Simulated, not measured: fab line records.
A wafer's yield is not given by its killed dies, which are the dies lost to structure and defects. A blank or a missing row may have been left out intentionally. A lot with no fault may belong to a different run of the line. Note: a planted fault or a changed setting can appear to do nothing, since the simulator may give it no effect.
What tool caused it? :: flow berkeley cmos170 :: 13 lots with 39 wafers sampled at 3 steps, on a route of 331 steps

== WHAT EACH GAUGE READ, for each wafer ==
UCB170_NWELL_THK_MEAS_05. Usual: NWELL_NITRIDE_THK typically reads 224.4 nm, with standard deviation 1.9.
lot: L824
measured: day 2 13:41
on: film metro-03
NWELL_NITRIDE_THK (nm): 224.5 225.8 222.1
flag: 

lot: L825
measured: day 2 19:32
on: film metro-02
NWELL_NITRIDE_THK (nm): 223.7 223.1 221.4
flag: 

lot: L826
measured: day 2 19:32
on: film metro-01
NWELL_NITRIDE_THK (nm): 227.3 228.6 227.3
flag: 

lot: L829
measured: day 3 07:35
on: film metro-01
NWELL_NITRIDE_THK (nm): 221.1 220.3 221.3
flag: 

lot: L828
measured: day 3 07:35
on: film metro-02
NWELL_NITRIDE_THK (nm): 223.3 224.6 222.7
flag: 

lot: L831
measured: day 3 19:47
on: film metro-02
NWELL_NITRIDE_THK (nm): 228.5 229.1 228.1
flag: 

lot: L834
measured: day 4 17:06
on: film metro-01
NWELL_NITRIDE_THK (nm): 223.6 223.9 223.5
flag: 

lot: L835
measured: day 4 17:07
on: film metro-03
NWELL_NITRIDE_THK (nm): 226.0 225.5 225.5
flag: 

lot: L839
measured: day 5 16:15
on: film metro-02
NWELL_NITRIDE_THK (nm): 226.7 224.9 223.9
flag: 

lot: L842
measured: day 6 04:44
on: film metro-02
NWELL_NITRIDE_THK (nm): 224.0 223.6 225.4
flag: 

lot: L843
measured: day 6 04:44
on: film metro-01
NWELL_NITRIDE_THK (nm): 227.6 225.8 226.6
flag: 

lot: L846
measured: day 7 00:24
on: film metro-01
NWELL_NITRIDE_THK (nm): 222.4 222.0 225.2
flag: 

lot: L847
measured: day 7 13:23
on: film metro-03
NWELL_NITRIDE_THK (nm): 221.7 222.4 222.0
flag: 

UCB170_NWELL_OVL_MEAS_12. Usual: NWELL_OVL typically reads -6 nm, with standard deviation 6.2.
lot: L824
measured: day 2 14:36
on: overlay-01
NWELL_OVL (nm): -11 -7 -11
flag: 

lot: L825
measured: day 2 20:46
on: overlay-01
NWELL_OVL (nm): -1 -1 4
flag: 

lot: L826
measured: day 2 20:46
on: overlay-02
NWELL_OVL (nm): -12 -10 -15
flag: 

lot: L829
measured: day 3 09:00
on: overlay-01
NWELL_OVL (nm): -5 -13 -11
flag: 

lot: L828
measured: day 3 09:17
on: overlay-02
NWELL_OVL (nm): -12 -8 -14
flag: 

lot: L831
measured: day 3 21:10
on: overlay-01
NWELL_OVL (nm): -8 -4 -3
flag: 

lot: L834
measured: day 4 18:10
on: overlay-02
NWELL_OVL (nm): -1 -3 2
flag: 

lot: L835
measured: day 4 18:25
on: overlay-01
NWELL_OVL (nm): -4 -13 -7
flag: 

lot: L839
measured: day 5 17:29
on: overlay-01
NWELL_OVL (nm): 7 1 14
flag: 

lot: L842
measured: day 6 06:44
on: overlay-01
NWELL_OVL (nm): -2 6 -1
flag: 

lot: L843
measured: day 6 06:37
on: overlay-01
NWELL_OVL (nm): -3 1 -10
flag: 

lot: L846
measured: day 7 01:21
on: overlay-02
NWELL_OVL (nm): -12 -9 -13
flag: 

lot: L847
measured: day 7 14:53
on: overlay-01
NWELL_OVL (nm): -9 -1 0
flag: 

UCB170_ACTIVE_OVL_MEAS_14. Usual: ACTIVE_OVL typically reads -2 nm, with standard deviation 4.6.
lot: L824
measured: day 4 18:54
on: overlay-01
ACTIVE_OVL (nm): 1 3 1
flag: 

lot: L825
measured: day 5 04:22
on: overlay-01
ACTIVE_OVL (nm): -11 -19 -8
flag: 

lot: L826
measured: day 5 03:59
on: overlay-01
ACTIVE_OVL (nm): -1 -6 -3
flag: 

lot: L829
measured: day 5 20:35
on: overlay-01
ACTIVE_OVL (nm): -1 5 -4
flag: 

lot: L828
measured: day 5 20:59
on: overlay-02
ACTIVE_OVL (nm): -8 -1 -12
flag: 

lot: L831
measured: day 6 04:39
on: overlay-02
ACTIVE_OVL (nm): -2 8 3
flag: 

lot: L834
measured: day 7 09:22
on: overlay-01
ACTIVE_OVL (nm): 1 2 -4
flag: 

lot: L835
measured: day 7 09:34
on: overlay-01
ACTIVE_OVL (nm): -4 -5 2
flag: 

lot: L839
measured: day 8 02:34
on: overlay-01
ACTIVE_OVL (nm): 4 -2 4
flag: 

lot: L842
measured: day 8 19:04
on: overlay-01
ACTIVE_OVL (nm): 3 3 0
flag: 

lot: L843
measured: day 8 18:57
on: overlay-01
ACTIVE_OVL (nm): 4 2 -5
flag: 

lot: L846
measured: day 9 05:35
on: overlay-01
ACTIVE_OVL (nm): -4 6 8
flag: 

lot: L847
measured: day 10 04:37
on: overlay-02
ACTIVE_OVL (nm): 3 1 6
flag: 

== WHAT TOOL EACH LOT RAN ON (gives the tool, then ch and the chambers of the sampled wafers, and finally the start) ==
Before these readings, the record contains no process step.

== WHAT THE TOOLS THEMSELVES READ (means of the sampled wafers that have a number; where no wafer has one, the mark that the record gives instead) ==
The record holds no such reading with a usual standard deviation.

== THE ANSWER, worked out from the rows above alone ==
Rule: take the mean of a lot's wafers that have a number; if it is more than 3 standard deviations from the usual mean, the lot is off. Also off: a lot with no number at a reading for which 4 or more lots have one. Where the step has rows for the other lots, those lots are counted as sound. First the gauges in route order, then the tools' own readings, where a lot's mean is used as printed above. At the first step where some lot is off, the reading lying furthest off is the one used; lots without a number count as furthest.
Across all readings shown, no lot is off: no conclusion can be drawn from this.

== WHAT THE SIMULATOR HAD PUT IN ==
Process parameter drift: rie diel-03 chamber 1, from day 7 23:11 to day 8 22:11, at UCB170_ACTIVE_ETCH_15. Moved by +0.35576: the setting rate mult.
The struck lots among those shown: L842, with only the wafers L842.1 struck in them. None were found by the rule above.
